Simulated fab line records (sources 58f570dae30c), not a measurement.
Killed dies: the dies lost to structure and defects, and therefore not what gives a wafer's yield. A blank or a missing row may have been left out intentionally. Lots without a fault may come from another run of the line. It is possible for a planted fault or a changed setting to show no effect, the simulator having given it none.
Struck lot and sound lot, side by side	flow berkeley-cmos170	17 steps out of a route of 331
Sound: these wafers, L614.2, L614.4, L614.6. Struck: wafers L613.2, L613.3, L613.4. The cause is given at the end.
Order at every step that has rows: each side's tool, ch and its chambers, its first start. Under that, the readings that differ: sound wafers	struck wafers	difference of the means	sigmas: that difference in standard deviations of wafers without a fault.
alike: readings whose means differ by less than 2 such deviations, and words and numbers that are the same on both sides. not compared: withheld readings, readings that some wafer has no value for, bounds like >300 that may hide the same value, and numbers for which the record gives no deviation and whose values overlap.
Wherever a step has rows on one side only, a row that says differs or no value, or a row with sigmas, the two part there. When numbers do not overlap yet have no deviation, they are printed without sigmas and do not part them. Lack of a reading on every wafer of one side parts them only where that side has two or more wafers.

UCB170_NWELL_THK_MEAS_02:
  sound on film-metro-01 at day 2 15:20; struck on film-metro-03 at day 2 07:40
  alike: NWELL_OXIDE_THK
then, 2 steps without rows for these wafers: UCB170_NWELL_ANNEAL_03 (time 900 s); UCB170_NWELL_CVD_04 (deposits Si3N4 from SiH2Cl2/NH3, target thk 224 nm, time 3360 s).
UCB170_NWELL_THK_MEAS_05:
  sound on film-metro-01 at day 2 21:16; struck on film-metro-03 at day 2 12:49
  alike: NWELL_NITRIDE_THK
then, 6 steps without rows for these wafers: UCB170_NWELL_HMDS_06 (prime time 60 s); UCB170_NWELL_COAT_07 (resist thk 900 nm); UCB170_NWELL_SOFTBAKE_08 (time 60 s); UCB170_NWELL_EXPOSE_09 (exposes mask NWELL, target cd 3000 nm); UCB170_NWELL_PEB_10; UCB170_NWELL_DEVELOP_11 (develop time 45 s).
UCB170_NWELL_OVL_MEAS_12:
  sound on overlay-01 at day 2 22:18; struck on overlay-02 at day 2 17:02
  alike: NWELL_OVL
UCB170_NWELL_ETCH_13: etches Si3N4 in CH3F/Ar/O2, stops on SiO2, target depth 246.4 nm, time 154 s.
  sound on rie-diel-01 ch 0,1,2, day 2 22:20; struck on rie-diel-01 ch 0,1,3, day 2 17:04
  alike: drypump-motor-current-A, oes-product-au, throttle-valve-pct
  not compared: rf-hours-counter-h
UCB170_NWELL_IMPLANT_14:
  sound on implanter-01 ch 0, day 2 22:27; struck on implanter-03 ch 0, day 2 17:30
  alike: beam-energy-keV, dose-ions-cm2
UCB170_NWELL_STRIP_15: strips in O2.
  sound on plasma-asher-02 ch 0,1, day 2 22:35; struck on plasma-asher-04 ch 0,1, day 2 17:37
reading	sound	struck	difference	sigmas
drypump-motor-current-A (A)	5.40 5.38 5.81	6.09 5.87 6.10	+0.49	+2
  alike: oes-product-au, strip-time-to-endpoint-s
  not compared: rf-hours-counter-h
UCB170_NWELL_TW_MEAS_16:
  sound on film-metro-01 at day 2 22:41; struck on film-metro-01 at day 2 17:58
reading	sound	struck	difference	sigmas
NWELL_TW	1246 1235 1236	1559 1551 1553	+315	+44
then, 1 step without rows for these wafers: UCB170_NWELL_CLEAN_17 (cleans in SPM, time 600 s).
-- the record jumps here: 5 days lie between the struck wafers' starts before and after (it left off in module NWELL and takes up again in module M3, whose first step shown is number 331 of the route) --
UCB170_M3_PROBE_99:
  rows exist in the record for the struck wafers here (prober-01, day 8 00:34), but not for the sound ones

WHERE THEY PART
Earliest at UCB170_NWELL_STRIP_15; latest, in this record, at UCB170_M3_PROBE_99.

WHY: what had been put in by the simulator
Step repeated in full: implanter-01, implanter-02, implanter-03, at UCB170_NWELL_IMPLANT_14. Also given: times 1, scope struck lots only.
